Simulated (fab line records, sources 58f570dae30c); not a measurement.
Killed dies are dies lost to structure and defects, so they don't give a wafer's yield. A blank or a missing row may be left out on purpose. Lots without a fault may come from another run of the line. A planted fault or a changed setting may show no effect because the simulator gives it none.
Chamber matching | flow berkeley_cmos170 | UCB170_PWELL_ETCH_14 on rie_diel-01: 4 sister chambers
The step etches Si3N4 in CH3F/Ar/O2, stops on SiO2, target depth 242 nm, time 151 s. 14 wafers are shown with their chamber, then 7 later ones without.

WAFERS WITH THEIR CHAMBER
wafer  | chamber | throttle_valve_pct (%) | drypump_motor_current_A (A) | oes_product_au (a.u.)
L239.2 | 0       | 8.33                   | 4.9                         | 0.931
L239.4 | 2       | 8.22                   | 5.9                         | 0.939
L239.6 | 1       | 7.98                   | 5.1                         | 0.940
L246.1 | 3       | 8.32                   | 5.7                         | 0.914
L246.3 | 1       | 7.97                   | 5.1                         | 0.948
L246.4 | 2       | 8.21                   | 5.9                         | 0.936
L248.2 | 1       | 7.97                   | 5.2                         | 0.946
L248.3 | 3       | 8.31                   | 5.7                         | 0.922
L248.6 | 1       | 7.97                   | 5.1                         | 0.948
L253.4 | 1       | 7.99                   | 5.1                         | 0.941
L253.5 | 3       | 8.33                   | 5.8                         | 0.921
L253.6 | 0       | 8.33                   | 4.9                         | 0.928
L257.1 | 3       | 8.32                   | 5.8                         | 0.920
L257.2 | 1       | 7.99                   | 5.2                         | 0.954

SIGNATURES (means of the wafers above)
reading                 | chamber 0 | chamber 1 | chamber 2 | chamber 3 | scatter within a chamber
throttle_valve_pct      | 8.3300    | 7.9783    | 8.2150    | 8.3200    | 0.00856
drypump_motor_current_A | 4.900     | 5.133     | 5.900     | 5.750     | 0.0483
oes_product_au          | 0.92950   | 0.94617   | 0.93750   | 0.91925   | 0.00425
Rule: a wafer's distance from a chamber is the root of the sum, over the readings, of the square of ((its reading less the chamber's mean) divided by the reading's scatter). The wafer belongs to the nearest chamber; if the next one is less than 2 further off, it can't be placed. The scatter: the root of (the sum of the squares of (reading less its chamber's mean) over the shown wafers, divided by (wafers less chambers)).

WAFERS WITHOUT THEIR CHAMBER
wafer  | throttle_valve_pct (%) | drypump_motor_current_A (A) | oes_product_au (a.u.)
L257.3 | 8.21                   | 5.9                         | 0.945
L258.1 | 8.22                   | 5.9                         | 0.934
L258.3 | 8.32                   | 5.7                         | 0.904
L258.6 | 8.21                   | 5.9                         | 0.924
L260.2 | 8.00                   | 5.1                         | 0.945
L260.4 | 8.33                   | 5.8                         | 0.920
L260.5 | 7.96                   | 5.1                         | 0.939

WHICH CHAMBER EACH WENT THROUGH
wafer  | from the rows above | in truth
L257.3 | 2                   | 2
L258.1 | 2                   | 2
L258.3 | 3                   | 3
L258.6 | 2                   | 2
L260.2 | 1                   | 1
L260.4 | 3                   | 3
L260.5 | 1                   | 1
Placed correctly: 7 of 7. Can't be placed from these rows: 0. Placed wrongly: 0.
